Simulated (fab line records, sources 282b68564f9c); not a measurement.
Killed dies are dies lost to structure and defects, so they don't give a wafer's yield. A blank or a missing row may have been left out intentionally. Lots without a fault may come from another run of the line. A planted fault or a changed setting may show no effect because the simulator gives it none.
Which tool did it? | flow rit_cmos | 14 lots, 42 wafers sampled, at 2 steps of a route of 202

## WHAT THE GAUGES READ, wafer by wafer
The record holds no reading of a measuring or inspecting step that can be judged against a usual standard deviation.

## WHICH TOOL RAN EACH LOT (tool, then ch and the chambers of the sampled wafers, then the start)
lot  | RIT_PWELL_IMPLANT_08           | RIT_M1_PROBE_99
L582 | implanter-04 ch 0, day 2 01:43 | prober-01, day 3 12:57
L583 | implanter-02 ch 0, day 2 03:38 | prober-02, day 3 15:40
L584 | implanter-01 ch 0, day 2 09:57 | prober-01, day 4 01:43
L585 | implanter-04 ch 0, day 2 14:39 | prober-02, day 4 01:40
L586 | implanter-04 ch 0, day 2 18:10 | prober-02, day 4 05:57
L587 | implanter-04 ch 0, day 3 02:34 | prober-01, day 4 13:44
L588 | implanter-01 ch 0, day 3 05:40 | prober-02, day 4 16:49
L589 | implanter-04 ch 0, day 3 10:08 | prober-01, day 4 20:56
L590 | implanter-01 ch 0, day 3 15:34 | prober-02, day 5 03:32
L591 | implanter-04 ch 0, day 3 19:38 | prober-01, day 5 07:08
L592 | implanter-04 ch 0, day 4 00:36 | prober-02, day 5 10:46
L593 | implanter-01 ch 0, day 4 08:02 | prober-01, day 5 19:47
L602 | implanter-04 ch 0, day 6 02:20 | prober-02, day 7 12:26
L604 | implanter-04 ch 0, day 6 12:35 | prober-02, day 7 23:55
- RIT_PWELL_IMPLANT_08
- RIT_M1_PROBE_99

## AS READ BY THE TOOLS THEMSELVES (means over the sampled wafers that have a number; for cases with no such wafer, the mark the record gives instead)
RIT_PWELL_IMPLANT_08.
lot  | tool         | faraday_current_uA | tilt_deg (degrees)
L582 | implanter-04 | 220                | 6.965
L583 | implanter-02 | 221                | 6.972
L584 | implanter-01 | 222                | 7.017
L585 | implanter-04 | 223                | 6.994
L586 | implanter-04 | 222                | 7.001
L587 | implanter-04 | 219                | 6.996
L588 | implanter-01 | 220                | 6.988
L589 | implanter-04 | 227                | 7.014
L590 | implanter-01 | 218                | 6.992
L591 | implanter-04 | 219                | 6.999
L592 | implanter-04 | 221                | 6.992
L593 | implanter-01 | 221                | 6.997
L602 | implanter-04 | 228                | 4.429
L604 | implanter-04 | 223                | 4.455

RIT_M1_PROBE_99.
lot  | tool      | killed_at_contacts | killed_at_front_end | killed_dies | killed_on_rim | killed_open | killed_short
L582 | prober-01 | 0.0                | 4                   | 4           | 1.3           | 2.0         | 2.3
L583 | prober-02 | 0.0                | 4                   | 4           | 0.7           | 1.7         | 2.0
L584 | prober-01 | 0.0                | 12                  | 12          | 2.7           | 5.7         | 5.7
L585 | prober-02 | 0.3                | 4                   | 5           | 1.7           | 1.7         | 3.0
L586 | prober-02 | 0.0                | 7                   | 7           | 3.3           | 3.7         | 3.7
L587 | prober-01 | 0.0                | 6                   | 6           | 2.3           | 3.3         | 2.7
L588 | prober-02 | 0.0                | 4                   | 4           | 1.3           | 1.7         | 2.3
L589 | prober-01 | 0.0                | 7                   | 7           | 2.3           | 3.7         | 3.3
L590 | prober-02 | 0.0                | 11                  | 11          | 2.0           | 6.7         | 4.0
L591 | prober-01 | 0.0                | 7                   | 7           | 1.7           | 4.7         | 2.7
L592 | prober-02 | 0.3                | 11                  | 12          | 3.3           | 6.0         | 5.7
L593 | prober-01 | 0.0                | 5                   | 5           | 1.0           | 3.3         | 2.0
L602 | prober-02 | 0.0                | 6                   | 6           | 2.3           | 1.0         | 5.0
L604 | prober-02 | 0.3                | 5                   | 5           | 0.7           | 2.7         | 2.3

## THE ANSWER, worked out from the rows above alone
Rule: the lots themselves supply what counts as usual. Put in order of their means at a reading, lots are off if they are a third of the lots or fewer, leave a main group of 4 or more, and stand apart from it by a gap of 3 or more times the standard deviation of the main group's means; of several such gaps the widest counts. A main group is skipped when, at the precision printed for the reading in the tables above, its means are all equal. Also off: a lot with no number at a reading for which 4 or more lots have one. Any other lot the step has rows for is counted as sound. The gauges are gone through in route order, then the tools' own readings, and for those a lot's mean is taken as printed above. The first step at which some lot is off is used, and at that step the reading that is off furthest; a lot without a number counts as furthest.
Off, at RIT_PWELL_IMPLANT_08 on tilt_deg: L602, L604. The main group: mean 6.994 degrees, standard deviation 0.014.
A tool fits if, at that step or a process step before it, it ran every lot that is off, and no sound lot after the first of them. One fits: RIT_PWELL_IMPLANT_08 on implanter-04. Its last sound lot is L592 (day 4 00:36), its first lot that is off L602 (day 6 02:20): a fault that began between those two fits.
The tool's own readings at RIT_PWELL_IMPLANT_08 bear it out: on the lots that are off they differ by more than 5 times the standard deviation of the sound lots' means. tilt_deg reads 4.442 degrees there against 6.994 degrees on the sound lots.

## WHAT THE SIMULATOR PUT IN
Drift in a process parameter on implanter-04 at RIT_PWELL_IMPLANT_08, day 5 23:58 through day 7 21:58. Setting tilt_deg, moved by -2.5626, from 7. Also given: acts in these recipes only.
Struck lots among those shown: L602, L604. Same finding as the rule above.
